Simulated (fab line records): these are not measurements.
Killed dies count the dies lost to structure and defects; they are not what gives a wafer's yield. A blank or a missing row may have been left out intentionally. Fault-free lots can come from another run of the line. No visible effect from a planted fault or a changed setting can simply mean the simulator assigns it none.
Which tool is to blame?	flow berkeleyCmos170	14 lots, 42 wafers sampled, at 2 steps of a route of 331

## WHAT THE GAUGES READ, wafer by wafer
UCB170_CONTACT_CD_MEAS_15 targets a cd of 700 nm. Usual: cdNm reads 699.8 nm (standard deviation 1.3).
lot	measured	on	cdNm (nm)	flag
L326	day 8 03:38	cdSem-02	698.1 698.0 698.8	
L329	day 8 21:17	cdSem-02	700.9 699.8 700.6	
L330	day 9 07:40	cdSem-02	698.5 699.1 699.2	
L333	day 9 10:04	cdSem-02	699.8 699.9 700.6	
L332	day 9 10:22	cdSem-02	702.3 702.3 701.5	
L337	day 10 06:02	cdSem-02	698.7 697.7 698.4	
L336	day 10 07:01	cdSem-01	696.6 698.4 698.2	
L339	day 10 20:02	cdSem-02	700.1 700.1 699.2	
L340	day 11 01:04	cdSem-02	701.1 699.8 701.2	
L342	day 11 01:28	cdSem-01	699.5 699.6 699.7	
L343	day 11 01:42	cdSem-01	699.5 698.3 699.0	
L344	day 11 04:29	cdSem-02	682.0 683.5 682.7	OFF
L348	day 12 18:52	cdSem-02	686.3 686.3 686.5	OFF
L349	day 12 19:14	cdSem-01	700.5 701.3 701.0	

## WHICH TOOL RAN EACH LOT (tool, then ch and the chambers of the sampled wafers, then the start)
lot	UCB170_CONTACT_PEB_13
L326	lithoTrack-04 ch 0, day 8 03:22
L329	lithoTrack-02 ch 0, day 8 21:01
L330	lithoTrack-02 ch 0, day 9 07:23
L333	lithoTrack-02 ch 0, day 9 09:48
L332	lithoTrack-02 ch 0, day 9 10:06
L337	lithoTrack-01 ch 0, day 10 05:46
L336	lithoTrack-04 ch 0, day 10 06:45
L339	lithoTrack-01 ch 0, day 10 19:46
L340	lithoTrack-02 ch 0, day 11 00:47
L342	lithoTrack-04 ch 0, day 11 01:13
L343	lithoTrack-02 ch 0, day 11 01:26
L344	lithoTrack-01 ch 0, day 11 04:00
L348	lithoTrack-01 ch 0, day 12 18:34
L349	lithoTrack-02 ch 0, day 12 18:58
- UCB170_CONTACT_PEB_13

## WHAT THE TOOLS THEMSELVES READ (means of the sampled wafers that have a number; where no wafer has one, the mark that the record gives instead)
UCB170_CONTACT_PEB_13. Usual: heaterPowerTotalW 56.79 W, standard deviation 0.045; plateTempC 130.01 C, standard deviation 0.13.
lot	tool	heaterPowerTotalW (W)	plateTempC (C)	flag
L326	lithoTrack-04	56.83	130.03	
L329	lithoTrack-02	56.81	129.99	
L330	lithoTrack-02	56.79	129.98	
L333	lithoTrack-02	56.80	129.95	
L332	lithoTrack-02	56.78	129.91	
L337	lithoTrack-01	56.80	129.94	
L336	lithoTrack-04	56.87	130.10	
L339	lithoTrack-01	56.83	130.07	
L340	lithoTrack-02	56.74	130.10	
L342	lithoTrack-04	56.81	130.07	
L343	lithoTrack-02	56.80	130.02	
L344	lithoTrack-01	55.45	127.70	OFF
L348	lithoTrack-01	55.44	127.66	OFF
L349	lithoTrack-02	56.81	129.90	

## THE ANSWER, worked out from the rows above alone
Rule: a lot counts as off when the mean over its wafers that have a number is more than 3 standard deviations away from the usual mean. Also off: a lot with no number at a reading for which 4 or more lots have one. All remaining lots with rows at the step are treated as sound. Order of review: gauges by route order, followed by the tools' own readings, for which a lot's mean as printed above is used. The first step at which some lot is off is used, and at that step the reading that is off furthest; a lot without a number counts as furthest.
Off, at UCB170_CONTACT_CD_MEAS_15 on cdNm: L344, L348.
A tool fits if, at a process step before that reading, it ran every lot that is off, and no sound lot after the first of them. Not tried: the gauges at UCB170_CONTACT_CD_MEAS_15; whatever is off there is also off at UCB170_CONTACT_PEB_13, on other tools, and gauge error can't account for it. One candidate fits, namely lithoTrack-01 at UCB170_CONTACT_PEB_13. Its last sound lot is L339 (day 10 19:46), its first lot that is off L344 (day 11 04:00): a fault that began between those two fits.
The tool's own readings at UCB170_CONTACT_PEB_13 bear it out: on the lots that are off they differ by more than 5 times the standard deviation of the sound lots' means. heaterPowerTotalW reads 55.45 W there against 56.81 W on the sound lots; plateTempC reads 127.68 C there against 130.00 C on the sound lots.

## WHAT WAS PUT IN BY THE SIMULATOR
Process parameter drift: lithoTrack-01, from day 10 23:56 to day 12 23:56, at UCB170_CONTACT_PEB_13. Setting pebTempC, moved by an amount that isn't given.
Struck lots among those shown: L344, L348. The rule given above showed the same thing.
